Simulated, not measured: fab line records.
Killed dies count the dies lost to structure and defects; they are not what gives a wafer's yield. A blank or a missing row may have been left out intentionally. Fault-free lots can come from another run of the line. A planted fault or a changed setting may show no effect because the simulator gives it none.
Which tool was responsible? + flow ritCmos + 13 lots with 39 wafers sampled at 6 steps, on a route of 202 steps

== WHAT THE GAUGES READ, wafer by wafer ==
RIT_PSD_TW_MEAS_10.
| lot  | measured    | on           | PSD_TW         |
|------|-------------|--------------|----------------|
| L778 | day 3 11:50 | filmMetro-04 | 3399 3400 3386 |
| L779 | day 3 20:34 | filmMetro-02 | 3479 3485 3489 |
| L780 | day 4 00:20 | filmMetro-02 | 3487 3486 3471 |
| L781 | day 4 04:17 | filmMetro-02 | 3470 3466 3467 |
| L785 | day 4 23:08 | filmMetro-04 | 3397 3377 3387 |
| L788 | day 5 12:35 | filmMetro-02 | 3473 3451 3457 |
| L790 | day 5 18:50 | filmMetro-04 | 3411 3386 3376 |
| L791 | day 5 22:58 | filmMetro-03 | 3459 3457 3469 |
| L793 | day 6 13:45 | filmMetro-04 | 3390 3420 3407 |
| L795 | day 6 19:35 | filmMetro-04 | 3422 3426 3404 |
| L797 | day 7 05:04 | filmMetro-03 | 3480 3481 3481 |
| L799 | day 7 15:08 | filmMetro-03 | 3485 3470 3469 |
| L801 | day 8 03:29 | filmMetro-02 | 3479 3493 3468 |

RIT_SILICIDE_RS_MEAS_02: a four-point-probe measurement.
| lot  | measured    | on           | SILICIDE_TI_RS (ohm/sq) |
|------|-------------|--------------|-------------------------|
| L778 | day 3 13:01 | filmMetro-02 | 48.3 47.9 46.8          |
| L779 | day 3 21:55 | filmMetro-03 | 48.6 48.9 48.9          |
| L780 | day 4 01:32 | filmMetro-01 | 47.8 49.0 48.1          |
| L781 | day 4 05:25 | filmMetro-02 | 47.2 48.0 47.9          |
| L785 | day 5 00:22 | filmMetro-03 | 48.1 48.2 47.8          |
| L788 | day 5 13:47 | filmMetro-01 | 48.5 37.5 46.9          |
| L790 | day 5 20:01 | filmMetro-01 | 48.0 48.0 37.6          |
| L791 | day 6 00:08 | filmMetro-01 | 46.7 47.9 47.3          |
| L793 | day 6 14:56 | filmMetro-02 | 45.8 46.3 45.7          |
| L795 | day 6 20:45 | filmMetro-02 | 47.2 46.8 47.1          |
| L797 | day 7 06:14 | filmMetro-01 | 48.0 47.9 48.2          |
| L799 | day 7 16:19 | filmMetro-02 | 47.6 47.7 47.6          |
| L801 | day 8 04:39 | filmMetro-02 | 47.5 48.3 46.7          |

RIT_SILICIDE_THK_MEAS_03: measures by xrf.
| lot  | measured    | on           | SILICIDE_TI_THK (nm) |
|------|-------------|--------------|----------------------|
| L778 | day 3 13:07 | filmMetro-02 | 29.8 29.8 30.5       |
| L779 | day 3 22:02 | filmMetro-03 | 29.6 29.5 29.5       |
| L780 | day 4 01:38 | filmMetro-01 | 30.0 29.5 29.9       |
| L781 | day 4 05:32 | filmMetro-02 | 30.1 29.9 29.8       |
| L785 | day 5 00:29 | filmMetro-03 | 30.0 29.9 30.0       |
| L788 | day 5 13:53 | filmMetro-01 | 29.5 36.4 30.4       |
| L790 | day 5 20:07 | filmMetro-01 | 29.8 29.8 36.3       |
| L791 | day 6 00:14 | filmMetro-01 | 30.7 30.0 30.2       |
| L793 | day 6 15:03 | filmMetro-02 | 31.1 30.9 31.3       |
| L795 | day 6 20:52 | filmMetro-02 | 30.3 30.5 30.5       |
| L797 | day 7 06:21 | filmMetro-01 | 30.0 30.0 29.7       |
| L799 | day 7 16:25 | filmMetro-02 | 30.1 29.8 29.9       |
| L801 | day 8 04:46 | filmMetro-02 | 30.0 29.5 30.4       |

RIT_CONTACT_OVL_MEAS_09.
| lot  | measured    | on         | CONTACT_OVL (nm) |
|------|-------------|------------|------------------|
| L778 | day 3 14:43 | overlay-02 | -1.1 -0.5 -0.7   |
| L779 | day 4 00:05 | overlay-02 | 0.7 1.3 2.3      |
| L780 | day 4 03:19 | overlay-01 | -1.8 0.8 0.9     |
| L781 | day 4 06:59 | overlay-01 | 4.1 2.9 3.5      |
| L785 | day 5 02:03 | overlay-02 | 0.9 1.2 1.0      |
| L788 | day 5 15:30 | overlay-02 | 0.0 -0.5 1.0     |
| L790 | day 5 21:40 | overlay-01 | 0.1 0.0 0.3      |
| L791 | day 6 01:40 | overlay-01 | -0.5 0.0 0.7     |
| L793 | day 6 16:50 | overlay-01 | 1.2 0.6 0.9      |
| L795 | day 6 22:26 | overlay-02 | 3.3 2.3 2.3      |
| L797 | day 7 08:02 | overlay-02 | 0.8 0.6 0.3      |
| L799 | day 7 17:52 | overlay-01 | 1.4 0.6 1.5      |
| L801 | day 8 06:28 | overlay-02 | 2.0 1.6 1.6      |

== EACH LOT AND THE TOOL THAT RAN IT (in order: tool; ch and the chambers of the sampled wafers; start) ==
| lot  | RIT_SDANNEAL_RTA_03            | RIT_SILICIDE_SPUTTER_01    |
|------|--------------------------------|----------------------------|
| L778 | rtpAnneal-01 ch 0, day 3 12:18 | pvdSputter-03, day 3 12:50 |
| L779 | rtpAnneal-02 ch 0, day 3 21:13 | pvdSputter-01, day 3 21:45 |
| L780 | rtpAnneal-01 ch 0, day 4 00:49 | pvdSputter-03, day 4 01:22 |
| L781 | rtpAnneal-02 ch 0, day 4 04:43 | pvdSputter-01, day 4 05:16 |
| L785 | rtpAnneal-02 ch 0, day 4 23:40 | pvdSputter-02, day 5 00:13 |
| L788 | rtpAnneal-01 ch 0, day 5 13:04 | pvdSputter-03, day 5 13:36 |
| L790 | rtpAnneal-01 ch 0, day 5 19:17 | pvdSputter-03, day 5 19:49 |
| L791 | rtpAnneal-02 ch 0, day 5 23:25 | pvdSputter-02, day 5 23:58 |
| L793 | rtpAnneal-02 ch 0, day 6 14:14 | pvdSputter-02, day 6 14:47 |
| L795 | rtpAnneal-02 ch 0, day 6 20:03 | pvdSputter-01, day 6 20:36 |
| L797 | rtpAnneal-02 ch 0, day 7 05:32 | pvdSputter-02, day 7 06:05 |
| L799 | rtpAnneal-02 ch 0, day 7 15:36 | pvdSputter-02, day 7 16:08 |
| L801 | rtpAnneal-02 ch 0, day 8 03:56 | pvdSputter-02, day 8 04:29 |
- RIT_SDANNEAL_RTA_03: time 5 s.
- RIT_SILICIDE_SPUTTER_01: material Ti, target thk 30 nm, time 240 s.

== AS READ BY THE TOOLS THEMSELVES (means over the sampled wafers that have a number; for cases with no such wafer, the mark the record gives instead) ==
RIT_SDANNEAL_RTA_03.
| lot  | tool         | wafer_temp_C_max |
|------|--------------|------------------|
| L778 | rtpAnneal-01 | 1053.2           |
| L779 | rtpAnneal-02 | 1052.8           |
| L780 | rtpAnneal-01 | 1054.0           |
| L781 | rtpAnneal-02 | 1052.8           |
| L785 | rtpAnneal-02 | 1052.8           |
| L788 | rtpAnneal-01 | 1053.0           |
| L790 | rtpAnneal-01 | 1052.0           |
| L791 | rtpAnneal-02 | 1054.9           |
| L793 | rtpAnneal-02 | 1054.6           |
| L795 | rtpAnneal-02 | 1052.7           |
| L797 | rtpAnneal-02 | 1053.6           |
| L799 | rtpAnneal-02 | 1053.6           |
| L801 | rtpAnneal-02 | 1054.1           |

RIT_SILICIDE_SPUTTER_01.
| lot  | tool          | throttleValvePct (%) |
|------|---------------|----------------------|
| L778 | pvdSputter-03 | 30.2                 |
| L779 | pvdSputter-01 | 29.6                 |
| L780 | pvdSputter-03 | 30.2                 |
| L781 | pvdSputter-01 | 29.9                 |
| L785 | pvdSputter-02 | 28.5                 |
| L788 | pvdSputter-03 | 30.4                 |
| L790 | pvdSputter-03 | 30.2                 |
| L791 | pvdSputter-02 | 30.0                 |
| L793 | pvdSputter-02 | 31.6                 |
| L795 | pvdSputter-01 | 30.3                 |
| L797 | pvdSputter-02 | 29.6                 |
| L799 | pvdSputter-02 | 30.4                 |
| L801 | pvdSputter-02 | 29.9                 |

== THE ANSWER, worked out from the rows above alone ==
Rule: the usual values come from the lots themselves. The widest of any qualifying gaps counts: lots, ordered by their means at a reading, are off when they make up no more than a third of the lots, leave a main group of 4 or more, and stand apart from it by 3 or more times the standard deviation of that group's means. The tables above print the reading to a certain number of digits; a main group whose means all agree to those digits is not used. A lot without any number at a reading at which 4 lots or more have one is off too. All remaining lots with rows at the step are treated as sound. The gauges are gone through in route order, then the tools' own readings, and for those a lot's mean is taken as printed above. The first step at which some lot is off is used, and at that step the reading that is off furthest; a lot without a number counts as furthest.
None of the lots is off at any reading shown; this tells nothing.

== WHAT THE SIMULATOR HAD INSERTED ==
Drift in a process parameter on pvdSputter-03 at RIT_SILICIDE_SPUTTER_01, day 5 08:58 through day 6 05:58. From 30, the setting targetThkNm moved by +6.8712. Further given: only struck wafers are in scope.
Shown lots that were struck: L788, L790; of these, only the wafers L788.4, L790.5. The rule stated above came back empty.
